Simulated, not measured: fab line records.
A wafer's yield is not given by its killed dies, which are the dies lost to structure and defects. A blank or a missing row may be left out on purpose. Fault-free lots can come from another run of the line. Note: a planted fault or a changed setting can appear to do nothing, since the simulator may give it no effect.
Comparing a struck lot with a sound one :: flow rit_cmos :: 19 steps out of a route of 202
Sound: the wafers L386.1, L386.3, L386.4. The struck wafers were L392.1, L392.3, L392.6. The cause is named last.
Each step with rows lists, per side, the tool, then ch with its chambers, then its first start. Under that, the readings that differ: sound wafers :: struck wafers :: difference of the means :: sigmas: that difference in standard deviations of wafers without a fault.
alike: a reading whose means differ by less than 2 such deviations, as well as words and numbers matching on both sides. not compared: withheld readings; readings where some wafer has no value; bounds like >300 that might hide an equal value; numbers whose values overlap and for which the record gives no deviation.
A row with sigmas, a row that says differs or no value, or rows on one side alone: a step with any of these is where the two part. Numbers that don't overlap but have no deviation are shown without sigmas and don't part them. A reading that every wafer of one side lacks parts them only if that side has two wafers or more.

first, 3 steps without rows for these wafers: RIT_GATE_CLEAN_02 (cleans in dHF, time 30 s); RIT_GATE_CLEAN_03 (cleans in SC2, time 600 s); RIT_GATE_CLEAN_04 (cleans in dHF, time 60 s).
RIT_FOX2_THK_MEAS_91:
  sound on film_metro-03 at day 2 09:47; struck on film_metro-04 at day 3 16:46
  alike: FIELD_OXIDE_LEFT_2_THK
then, 2 steps without rows for these wafers: RIT_GATE_OXIDATION_05 (target thk 3 nm, ox time 270 s); RIT_GATE_ANNEAL_06 (time 600 s).
RIT_GATE_THK_MEAS_07:
  sound on film_metro-01 at day 2 11:10; struck on film_metro-03 at day 3 19:25
  alike: GATE_OXIDE_THK
then, 1 step without rows for these wafers: RIT_GATE_CVD_08 (deposits poly-Si from SiH4, target thk 250 nm, time 2220 s).
RIT_GATE_THK_MEAS_09:
  sound on film_metro-01 at day 2 13:14; struck on film_metro-03 at day 3 22:16
  alike: GATE_POLY_THK
then, 3 steps without rows for these wafers: RIT_GATE_HMDS_10 (prime time 60 s); RIT_GATE_COAT_11 (resist thk 850 nm); RIT_GATE_SOFTBAKE_12 (time 60 s).
RIT_GATE_EXPOSE_13: exposes mask M6, target cd 150 nm.
  sound on iline_stepper-02 ch 0, day 2 13:52; struck on iline_stepper-01 ch 0, day 3 22:46
reading: model.GATE.overlay_x_nm (nm)
sound: -0.5952 -0.5952 -0.5952
struck: 128.9 128.9 128.9
difference: +129.5
sigmas: 
  alike: mask
then, 2 steps without rows for these wafers: RIT_GATE_PEB_14; RIT_GATE_DEVELOP_15 (develop time 50 s).
RIT_GATE_CD_MEAS_16 targets a cd of 150 nm.
  sound on cd_sem-01 at day 2 14:16; struck on cd_sem-01 at day 3 23:10
  alike: cd_nm
RIT_GATE_OVL_MEAS_17:
  sound on overlay-01 at day 2 14:23; struck on overlay-01 at day 3 23:17
reading: GATE_OVL (nm)
sound: -1.7 -1.8 0.5
struck: 130.2 127.9 127.2
difference: +129.4
sigmas: +92
then, 1 step without rows for these wafers: RIT_GATE_HARDBAKE_18 (time 60 s).
RIT_M1_PROBE_99:
  sound on prober-02 at day 3 11:23; struck on prober-01 at day 4 21:32
reading: killed_at_M0_to_M3
sound: 0 0 0
struck: 1 0 0
difference: +0
sigmas: +2

reading: model.etest.pldd.width_nm (nm)
sound: 3170 3163 3158
struck: 3123 3136 3126
difference: -35
sigmas: 

reading: model.etest.nldd.width_nm (nm)
sound: 3153 3174 3167
struck: 3126 3130 3118
difference: -40
sigmas: 

reading: model.etest.select_edge_diode_p.leak_log10_a (angstrom)
sound: -10.49 -10.6 -10.2
struck: -8.585 -7.858 -8.441
difference: +2.135
sigmas: 

reading: model.etest.select_edge_diode_n.leak_log10_a (angstrom)
sound: -9.988 -9.932 -9.982
struck: -8.145 -7.25 -7.976
difference: +2.177
sigmas: 

reading: model.etest.gate_end_array.leak_log10_a_um
sound: -13.22 -12.96 -12.84
struck: -12.21 -12.29 -12.24
difference: +0.76
sigmas: 
  alike: killed_at_front_end, killed_dies, killed_open, killed_short

## WHERE THEY PART
Last at RIT_M1_PROBE_99 as far as this record goes, first at RIT_GATE_OVL_MEAS_17.

WHY: what the simulator had put in
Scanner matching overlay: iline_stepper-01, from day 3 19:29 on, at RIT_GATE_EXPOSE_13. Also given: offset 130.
